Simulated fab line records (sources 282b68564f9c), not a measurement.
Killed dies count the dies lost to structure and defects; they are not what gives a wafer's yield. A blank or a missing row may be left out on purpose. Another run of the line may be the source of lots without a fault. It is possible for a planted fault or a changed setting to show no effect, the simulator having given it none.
Comparing a struck lot with a sound one :: flow ritCmos :: 43 steps out of a route of 202
Sound: the wafers L362.1, L362.2, L362.6. Wafers L375.3, L375.4, L375.6 were the ones struck. The cause comes at the end.
Each step with rows lists, per side, the tool, then ch with its chambers, then its first start. Under that, the readings that differ: sound wafers :: struck wafers :: difference of the means :: sigmas: that difference in standard deviations of wafers without a fault.
alike: same words and numbers on both sides, and readings whose means sit less than 2 such deviations apart. not compared: any withheld reading, any reading some wafer has no value for, any bound like >300 that may hide the same value, and any number with overlapping values for which the record gives no deviation.
The two part at a step that has a row with sigmas, a row that says differs or no value, or rows on one side only. When numbers do not overlap yet have no deviation, they are printed without sigmas and do not part them. Lack of a reading on every wafer of one side parts them only where that side has two or more wafers.

first, 3 steps without rows for these wafers: RIT_SDANNEAL_CLEAN_00 (cleans in SC1, time 600 s); RIT_SDANNEAL_CLEAN_01 (cleans in dHF, time 30 s); RIT_SDANNEAL_CLEAN_02 (cleans in SC2, time 600 s).
RIT_SDANNEAL_RTA_03: time 5 s.
  sound on rtpAnneal-02 ch 0, day 3 04:03; struck on rtpAnneal-01 ch 0, day 5 22:42
  alike: wafer_temp_C_max
RIT_SDANNEAL_RS_MEAS_04: a four-point-probe measurement.
  sound: filmMetro-01 at day 3 04:07; struck: filmMetro-01 at day 5 22:47
  alike: PSD_RS
RIT_SDANNEAL_RS_MEAS_05: a four-point-probe measurement.
  sound: filmMetro-01 at day 3 04:14; struck: filmMetro-01 at day 5 22:54
  alike: NSD_RS
RIT_SDANNEAL_RS_MEAS_06: a four-point-probe measurement.
  sound: filmMetro-01 at day 3 04:21; struck: filmMetro-01 at day 5 23:01
  alike: PLDD_RS
RIT_SDANNEAL_RS_MEAS_07: a four-point-probe measurement.
  sound: filmMetro-01 at day 3 04:28; struck: filmMetro-01 at day 5 23:08
  alike: NLDD_RS
then, 2 steps without rows for these wafers: RIT_SILICIDE_WET_ETCH_00 (etches SiO2 in BOE, target depth 14 nm, time 15 s); RIT_SILICIDE_SPUTTER_01 (material Ti, target thk 30 nm, time 246.4 s).
RIT_SILICIDE_RS_MEAS_02: a four-point-probe measurement.
  sound: filmMetro-03 at day 3 04:45; struck: filmMetro-01 at day 5 23:25
  alike: SILICIDE_TI_RS
RIT_SILICIDE_THK_MEAS_03: measures by xrf.
  sound: filmMetro-03 at day 3 04:52; struck: filmMetro-01 at day 5 23:31
  alike: SILICIDE_TI_THK
RIT_SILICIDE_RTA_04: time 10 s, ramp up 5 s, ramp down 5 s.
  sound on rtpAnneal-01 ch 0, day 3 04:56; struck on rtpAnneal-02 ch 0, day 5 23:35
  alike: wafer_temp_C_max
then, 1 step without rows for these wafers: RIT_SILICIDE_WET_ETCH_05 (etches Ti in SPM, time 120 s).
RIT_SILICIDE_RTA_06: time 10 s, ramp up 5 s, ramp down 10 s.
  sound on rtpAnneal-02 ch 0, day 3 05:02; struck on rtpAnneal-01 ch 0, day 5 23:41
  alike: wafer_temp_C_max
RIT_CONTACT_CVD_00: deposits SiO2 from TEOS, target thk 400 nm, time 61 s.
  sound on pecvd-02 ch 0,2, day 3 05:07; struck on pecvd-01 ch 0,1, day 5 23:44
  alike: heaterPowerW, susceptorTempC
RIT_CONTACT_THK_MEAS_01:
  sound: filmMetro-04 at day 3 05:10; struck: filmMetro-03 at day 5 23:48
  alike: CONTACT_TEOS_THK
then, 6 steps without rows for these wafers: RIT_CONTACT_HMDS_02 (prime time 60 s); RIT_CONTACT_COAT_03 (resist thk 1000 nm); RIT_CONTACT_SOFTBAKE_04 (time 60 s); RIT_CONTACT_EXPOSE_05 (exposes mask M11, target cd 1000 nm); RIT_CONTACT_PEB_06; RIT_CONTACT_DEVELOP_07 (develop time 120 s).
RIT_CONTACT_CD_MEAS_08: target cd 1000 nm.
  sound: cdSem-02 at day 3 06:11; struck: cdSem-01 at day 6 00:55
reading: cdNm (nm)
sound: 1004.8 1005.9 1005.2
struck: 998.6 996.5 996.7
difference: -8.0
sigmas: -4
RIT_CONTACT_OVL_MEAS_09:
  sound: overlay-02 at day 3 06:19; struck: overlay-02 at day 6 01:01
  alike: CONTACT_OVL
then, 1 step without rows for these wafers: RIT_CONTACT_HARDBAKE_10 (time 60 s).
RIT_CONTACT_ETCH_11: etches SiO2 in CHF3/CF4/Ar, stops on TiSi2, target depth 480 nm, time 320 s.
  sound on rieDiel-01 ch 0,1, day 3 06:29; struck on rieDiel-03 ch 0,3, day 6 01:11
  alike: chamberPressureMTorr, drypumpMotorCurrentA, oesProductAu, throttleValvePct
  not compared: rfHoursCounterH
then, 1 step without rows for these wafers: RIT_CONTACT_STRIP_12 (strips in O2, time 180 s).
RIT_CONTACT_CD_MEAS_90: target cd 1000 nm.
  sound: cdSem-01 at day 3 06:52; struck: cdSem-01 at day 6 01:35
reading: cdNm (nm)
sound: 1004.6 1005.5 1005.2
struck: 999.3 997.0 996.9
difference: -7.4
sigmas: -3
then, 2 steps without rows for these wafers: RIT_CONTACT_CLEAN_13 (cleans in SC1, time 600 s); RIT_CONTACT_CLEAN_14 (cleans in SC2, time 600 s).
RIT_M1_SPUTTER_00: material Al, target thk 400 nm, time 522.8 s.
  sound: pvdSputter-03 at day 3 07:20; struck: pvdSputter-03 at day 6 02:02
  alike: throttleValvePct
RIT_M1_RS_MEAS_01: a four-point-probe measurement.
  sound: filmMetro-02 at day 3 07:38; struck: filmMetro-02 at day 6 02:22
  alike: M1_AL_RS
RIT_M1_THK_MEAS_02: measures by xrf.
  sound: filmMetro-02 at day 3 07:45; struck: filmMetro-02 at day 6 02:28
  alike: M1_AL_THK
then, 6 steps without rows for these wafers: RIT_M1_HMDS_03 (prime time 60 s); RIT_M1_COAT_04 (resist thk 1300 nm); RIT_M1_SOFTBAKE_05 (time 60 s); RIT_M1_EXPOSE_06 (exposes mask M12, target cd 2600 nm); RIT_M1_PEB_07; RIT_M1_DEVELOP_08 (develop time 68 s).
RIT_M1_CD_MEAS_09: target cd 2600 nm.
  sound: cdSem-02 at day 3 08:49; struck: cdSem-01 at day 6 03:48
  alike: cdNm
RIT_M1_OVL_MEAS_10:
  sound: overlay-01 at day 3 08:56; struck: overlay-02 at day 6 03:53
  alike: M1_OVL
RIT_M1_PROBE_99:
  sound: prober-01 at day 3 11:28; struck: prober-02 at day 6 06:32
reading: model.etest.contactPplus.endOhmUm
sound: 43.37 43.99 44.35
struck: 49.13 49.77 50.02
difference: +5.74
sigmas: 

reading: model.etest.contactNplus.endOhmUm
sound: 42.99 42.13 43.35
struck: 44.94 46 47.13
difference: +3.20
sigmas: 

reading: model.etest.npolyLine.rsOhmSqRimLessCentre
sound: 0.102 -0.0222 0.09656
struck: -1.788 -1.646 -1.917
difference: -1.842
sigmas: 

reading: model.etest.npolyLine.rsOhmSqRange
sound: 0.5287 0.4502 0.4767
struck: 1.921 1.807 1.997
difference: +1.423
sigmas: 

reading: model.etest.npolyLine.rsOhmSq
sound: 16.69 16.59 16.53
struck: 15.56 15.66 15.49
difference: -1.03
sigmas: 

reading: model.etest.ppolyLine.rsOhmSq
sound: 16.25 16.19 16.25
struck: 15.3 15.28 15.12
difference: -1.0
sigmas: 

reading: model.etest.nplusSal.rsOhmSqRimLessCentre
sound: -0.04313 -0.04524 -0.005162
struck: -0.434 -0.4728 -0.4351
difference: -0.416
sigmas: 

reading: model.etest.nplusSal.rsOhmSqRange
sound: 0.0527 0.08283 0.0771
struck: 0.4512 0.5151 0.4594
difference: +0.4044
sigmas: 
  alike: killed_at_M0_to_M3, killedAtFrontEnd, killedDies, killedOpen, killedShort

== WHERE THEY PART ==
Earliest at RIT_CONTACT_CD_MEAS_08; latest, in this record, at RIT_CONTACT_CD_MEAS_90. Later steps at which nothing parts them and some readings are alike: RIT_M1_SPUTTER_00, RIT_M1_RS_MEAS_01, RIT_M1_THK_MEAS_02, RIT_M1_CD_MEAS_09, RIT_M1_OVL_MEAS_10, RIT_M1_PROBE_99.

WHY: what the simulator had put in
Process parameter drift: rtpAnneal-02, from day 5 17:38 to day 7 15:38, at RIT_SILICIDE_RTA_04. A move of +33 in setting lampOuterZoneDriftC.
